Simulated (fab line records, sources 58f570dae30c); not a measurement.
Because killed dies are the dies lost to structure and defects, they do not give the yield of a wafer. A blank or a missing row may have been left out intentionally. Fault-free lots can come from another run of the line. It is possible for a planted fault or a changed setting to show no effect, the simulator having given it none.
Which tool is to blame? | flow berkeleyCmos170 | 14 lots with 42 wafers sampled at 5 steps, on a route of 331 steps

## WHAT EACH GAUGE READ, for each wafer
UCB170_NVT_OVL_MEAS_06.
lot  | measured     | on         | NVT_OVL (nm)
L244 | day 7 00:20  | overlay-02 | 4 11 -5
L247 | day 7 17:55  | overlay-01 | -6 -2 -4
L245 | day 7 18:05  | overlay-02 | -12 3 -5
L248 | day 7 18:14  | overlay-02 | 4 5 -5
L246 | day 7 18:29  | overlay-01 | -13 2 -6
L250 | day 8 18:39  | overlay-02 | -3 0 -8
L252 | day 9 10:58  | overlay-02 | 9 5 -2
L257 | day 10 18:49 | overlay-02 | 1 -1 8
L260 | day 11 17:13 | overlay-01 | -9 7 -1
L261 | day 12 03:08 | overlay-02 | 8 10 -5
L262 | day 12 03:22 | overlay-01 | -4 -2 -16
L263 | day 12 12:47 | overlay-02 | 7 -2 -3
L266 | day 12 20:40 | overlay-02 | 15 4 -2
L265 | day 12 20:56 | overlay-02 | 0 4 -6

UCB170_NVT_TW_MEAS_09.
lot  | measured     | on           | NVT_TW
L244 | day 7 00:37  | filmMetro-02 | 517 516 517
L247 | day 7 18:12  | filmMetro-01 | 518 520 520
L245 | day 7 18:23  | filmMetro-01 | 523 522 520
L248 | day 7 18:32  | filmMetro-02 | 515 516 517
L246 | day 7 18:46  | filmMetro-04 | 528 527 526
L250 | day 8 18:56  | filmMetro-04 | 527 526 526
L252 | day 9 11:15  | filmMetro-01 | 516 517 519
L257 | day 10 19:07 | filmMetro-02 | 483 488 486
L260 | day 11 17:29 | filmMetro-04 | 488 489 487
L261 | day 12 03:25 | filmMetro-04 | 525 527 525
L262 | day 12 03:39 | filmMetro-01 | 519 523 519
L263 | day 12 13:04 | filmMetro-04 | 525 524 530
L266 | day 12 20:56 | filmMetro-04 | 526 526 524
L265 | day 12 21:14 | filmMetro-04 | 524 523 522

UCB170_PVT_OVL_MEAS_06.
lot  | measured     | on         | PVT_OVL (nm)
L244 | day 7 01:41  | overlay-02 | 5 -9 -4
L247 | day 7 19:20  | overlay-01 | -9 -4 -9
L245 | day 7 19:37  | overlay-02 | -8 8 2
L248 | day 7 19:51  | overlay-01 | 3 -5 -4
L246 | day 7 20:05  | overlay-01 | -4 -10 -13
L250 | day 8 20:17  | overlay-02 | -4 -11 -8
L252 | day 9 13:10  | overlay-01 | -6 -1 -6
L257 | day 10 21:37 | overlay-01 | -13 -9 10
L260 | day 11 18:41 | overlay-01 | -6 5 4
L261 | day 12 06:28 | overlay-01 | -1 -8 -17
L262 | day 12 06:34 | overlay-01 | -15 2 -15
L263 | day 12 16:04 | overlay-02 | -3 -2 -7
L266 | day 12 22:50 | overlay-02 | -3 -10 -6
L265 | day 12 23:07 | overlay-02 | -10 -16 -17

UCB170_FIELD_THK_MEAS_91.
lot  | measured     | on           | FIELD_OXIDE_LEFT_2_THK (nm)
L244 | day 7 02:07  | filmMetro-03 | 338 335 330
L247 | day 7 19:45  | filmMetro-01 | 364 364 356
L245 | day 7 20:02  | filmMetro-03 | 366 362 358
L248 | day 7 20:16  | filmMetro-04 | 348 340 347
L246 | day 7 20:34  | filmMetro-01 | 355 351 356
L250 | day 8 20:42  | filmMetro-03 | 345 342 352
L252 | day 9 13:35  | filmMetro-03 | 347 350 349
L257 | day 10 22:02 | filmMetro-03 | 363 364 362
L260 | day 11 19:06 | filmMetro-01 | 337 350 356
L261 | day 12 06:53 | filmMetro-03 | 340 340 340
L262 | day 12 07:05 | filmMetro-04 | 379 367 367
L263 | day 12 19:30 | filmMetro-03 | 351 339 341
L266 | day 12 23:18 | filmMetro-03 | 342 348 335
L265 | day 12 23:32 | filmMetro-01 | 351 343 348

## WHAT TOOL EACH LOT RAN ON (gives the tool, then ch and the chambers of the sampled wafers, and finally the start)
lot  | UCB170_NVT_IMPLANT_07
L244 | implanter-04 ch 0, day 7 00:23
L247 | implanter-04 ch 0, day 7 17:57
L245 | implanter-03 ch 0, day 7 18:08
L248 | implanter-01 ch 0, day 7 18:17
L246 | implanter-04 ch 0, day 7 18:31
L250 | implanter-04 ch 0, day 8 18:42
L252 | implanter-01 ch 0, day 9 11:00
L257 | implanter-01 ch 0, day 10 18:53
L260 | implanter-01 ch 0, day 11 17:14
L261 | implanter-03 ch 0, day 12 03:12
L262 | implanter-04 ch 0, day 12 03:24
L263 | implanter-03 ch 0, day 12 12:49
L266 | implanter-03 ch 0, day 12 20:41
L265 | implanter-04 ch 0, day 12 21:01
- UCB170_NVT_IMPLANT_07

## AS READ BY THE TOOLS THEMSELVES (means over the sampled wafers that have a number; for cases with no such wafer, the mark the record gives instead)
UCB170_NVT_IMPLANT_07.
lot  | tool         | beamOnS (s) | doseIonsCm2 | faradayCurrentUA | tiltDeg (degrees)
L244 | implanter-04 | 10.08       | 3e+12       | 9.45             | 6.981
L247 | implanter-04 | 9.98        | 3e+12       | 9.53             | 7.031
L245 | implanter-03 | 9.85        | 3e+12       | 9.64             | 6.981
L248 | implanter-01 | 10.16       | 3e+12       | 9.33             | 7.001
L246 | implanter-04 | 10.02       | 3e+12       | 9.49             | 7.014
L250 | implanter-04 | 9.87        | 3e+12       | 9.64             | 7.025
L252 | implanter-01 | 10.11       | 3e+12       | 9.38             | 7.022
L257 | implanter-01 | 10.23       | 2e+12       | 7.27             | 7.043
L260 | implanter-01 | 10.13       | 2e+12       | 7.34             | 6.982
L261 | implanter-03 | 9.96        | 3e+12       | 9.59             | 6.992
L262 | implanter-04 | 9.97        | 3e+12       | 9.54             | 6.997
L263 | implanter-03 | 10.04       | 3e+12       | 9.49             | 7.003
L266 | implanter-03 | 9.95        | 3e+12       | 9.57             | 7.013
L265 | implanter-04 | 10.05       | 3e+12       | 9.48             | 7.016

## THE ANSWER, worked out from the rows above alone
Rule: the lots themselves supply what counts as usual. Put in order of their means at a reading, lots are off if they are a third of the lots or fewer, leave a main group of 4 or more, and stand apart from it by a gap of 3 or more times the standard deviation of the main group's means; of several such gaps the widest counts. The tables above print the reading to a certain number of digits; a main group whose means all agree to those digits is not used. Also off: a lot with no number at a reading for which 4 or more lots have one. Any other lot the step has rows for is counted as sound. The gauges are gone through in route order, then the tools' own readings, and for those a lot's mean is taken as printed above. The first step at which some lot is off is used, and at that step the reading that is off furthest; a lot without a number counts as furthest.
Off: at UCB170_NVT_TW_MEAS_09 (NVT_TW), L257, L260. For the main group the mean is 522 and the standard deviation 3.9.
A tool fits if, at a process step before that reading, it ran every lot that is off, and no sound lot after the first of them. Not tried: the gauges at UCB170_NVT_TW_MEAS_09; whatever is off there is also off at UCB170_NVT_IMPLANT_07, on other tools, and gauge error can't account for it. One candidate fits, namely implanter-01 at UCB170_NVT_IMPLANT_07. A fault onset in the window from L252 (day 9 11:00, its last sound lot) to L257 (day 10 18:53, its first lot off) fits.
The tool's own readings at UCB170_NVT_IMPLANT_07 bear it out: on the lots that are off they differ by more than 5 times the standard deviation of the sound lots' means. doseIonsCm2 reads 2e+12 there against 3e+12 on the sound lots; faradayCurrentUA reads 7.30 there against 9.51 on the sound lots.

## WHAT HAD BEEN PUT IN BY THE SIMULATOR
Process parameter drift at UCB170_NVT_IMPLANT_07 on implanter-01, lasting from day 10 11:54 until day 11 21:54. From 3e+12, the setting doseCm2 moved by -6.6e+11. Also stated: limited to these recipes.
Shown lots that were struck: L257, L260. This agrees with what the rule above found.
